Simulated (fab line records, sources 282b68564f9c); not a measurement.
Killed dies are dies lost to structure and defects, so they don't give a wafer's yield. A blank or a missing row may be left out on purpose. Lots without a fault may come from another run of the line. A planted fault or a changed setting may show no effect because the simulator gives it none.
A struck lot beside a sound one | flow rit_cmos | 34 steps out of a route of 202
Sound: wafers L485.4, L485.5, L485.6. Struck: wafers L488.4, L488.5, L488.6. The cause comes at the end.
At each step with rows: each side's tool, then ch and its chambers, then its first start. Under that, the readings that differ: sound wafers | struck wafers | difference of the means | sigmas: that difference in standard deviations of wafers without a fault.
alike: readings whose means differ by less than 2 such deviations, and words and numbers that are the same on both sides. not compared: withheld readings, readings that some wafer has no value for, bounds like >300 that may hide the same value, and numbers for which the record gives no deviation and whose values overlap.
The two part at a step that has a row with sigmas, a row that says differs or no value, or rows on one side only. Numbers that don't overlap but have no deviation are shown without sigmas and don't part them. A reading that every wafer of one side lacks parts them only if that side has two wafers or more.

first, 2 steps without rows for these wafers: RIT_SPACER_CLEAN_02 (cleans in SC2, time 600 s); RIT_SPACER_CVD_03 (deposits Si3N4 from SiH2Cl2/NH3, target thk 250 nm, time 3300 s).
RIT_SPACER_THK_MEAS_04:
  sound on film_metro-03, day 4 01:08; struck on film_metro-03, day 4 16:07
  alike: SPACER_NITRIDE_THK
RIT_SPACER_ETCHBACK_05: etches Si3N4 in SF6/CHF3, stops on SiO2, target depth 250 nm, time 240 s.
  sound on rie_diel-02 ch 0,1,2, day 4 01:10; struck on rie_diel-02 ch 0,2,3, day 4 16:08
  alike: drypump_motor_current_A, oes_product_au, throttle_valve_pct
  not compared: rf_hours_counter_h
then, 6 steps without rows for these wafers: RIT_NSD_HMDS_00 (prime time 60 s); RIT_NSD_COAT_01 (resist thk 1000 nm); RIT_NSD_SOFTBAKE_02 (time 60 s); RIT_NSD_EXPOSE_03 (exposes mask M9, target cd 40700 nm); RIT_NSD_PEB_04; RIT_NSD_DEVELOP_05 (develop time 50 s).
RIT_NSD_OVL_MEAS_06:
  sound on overlay-02, day 4 02:11; struck on overlay-01, day 4 17:17
  alike: NSD_OVL
then, 1 step without rows for these wafers: RIT_NSD_HARDBAKE_07 (time 60 s).
RIT_NSD_IMPLANT_08:
  sound on implanter-04 ch 0, day 4 02:26; struck on implanter-04 ch 0, day 4 17:50
RIT_NSD_STRIP_09: strips in O2, time 180 s.
  sound on plasma_asher-03 ch 0,1, day 4 02:34; struck on plasma_asher-01 ch 0,1, day 4 17:58
  alike: drypump_motor_current_A
  not compared: rf_hours_counter_h
RIT_NSD_TW_MEAS_10:
  sound on film_metro-01, day 4 02:43; struck on film_metro-01, day 4 18:07
  reading | sound          | struck         | difference | sigmas
  NSD_TW  | 3147 3144 3146 | 3562 3559 3545 | +410       | +11
then, 6 steps without rows for these wafers: RIT_PSD_HMDS_00 (prime time 60 s); RIT_PSD_COAT_01 (resist thk 1000 nm); RIT_PSD_SOFTBAKE_02 (time 60 s); RIT_PSD_EXPOSE_03 (exposes mask M10, target cd 40900 nm); RIT_PSD_PEB_04; RIT_PSD_DEVELOP_05 (develop time 50 s).
RIT_PSD_OVL_MEAS_06:
  sound on overlay-02, day 4 03:37; struck on overlay-02, day 4 19:02
  alike: PSD_OVL
then, 2 steps without rows for these wafers: RIT_PSD_HARDBAKE_07 (time 60 s); RIT_PSD_IMPLANT_08.
RIT_PSD_STRIP_09: strips in O2, time 180 s.
  sound on plasma_asher-04 ch 0,1, day 4 03:59; struck on plasma_asher-04 ch 0,1, day 4 19:25
  alike: drypump_motor_current_A
  not compared: rf_hours_counter_h
RIT_PSD_TW_MEAS_10:
  sound on film_metro-04, day 4 04:08; struck on film_metro-04, day 4 19:33
  alike: PSD_TW
then, 3 steps without rows for these wafers: RIT_SDANNEAL_CLEAN_00 (cleans in SC1, time 600 s); RIT_SDANNEAL_CLEAN_01 (cleans in dHF, time 30 s); RIT_SDANNEAL_CLEAN_02 (cleans in SC2, time 600 s).
RIT_SDANNEAL_RTA_03: time 5 s.
  sound on rtp_anneal-01 ch 0, day 4 04:33; struck on rtp_anneal-02 ch 0, day 4 20:00
  alike: anneal_temp_c_max, wafer_temp_C_max
RIT_SDANNEAL_RS_MEAS_04: measures by four-point-probe.
  sound on film_metro-04, day 4 04:38; struck on film_metro-04, day 4 20:05
  reading         | sound                | struck               | difference | sigmas
  PSD_RS (ohm/sq) | 116.07 116.63 116.70 | 116.03 115.87 115.74 | -0.59      | -2
RIT_SDANNEAL_RS_MEAS_05: measures by four-point-probe.
  sound on film_metro-04, day 4 04:46; struck on film_metro-04, day 4 20:13
  reading         | sound             | struck            | difference | sigmas
  NSD_RS (ohm/sq) | 84.98 84.76 85.05 | 52.84 52.67 52.64 | -32.21     | -99 or more
RIT_SDANNEAL_RS_MEAS_06: measures by four-point-probe.
  sound on film_metro-04, day 4 04:53; struck on film_metro-04, day 4 20:20
  alike: PLDD_RS
RIT_M1_PROBE_99:
  the record has rows for the sound wafers here (prober-01, day 4 12:14) and none for the struck ones

WHERE THEY PART
First at RIT_NSD_TW_MEAS_10; last, within this record, at RIT_M1_PROBE_99.

WHY: what the simulator had put in
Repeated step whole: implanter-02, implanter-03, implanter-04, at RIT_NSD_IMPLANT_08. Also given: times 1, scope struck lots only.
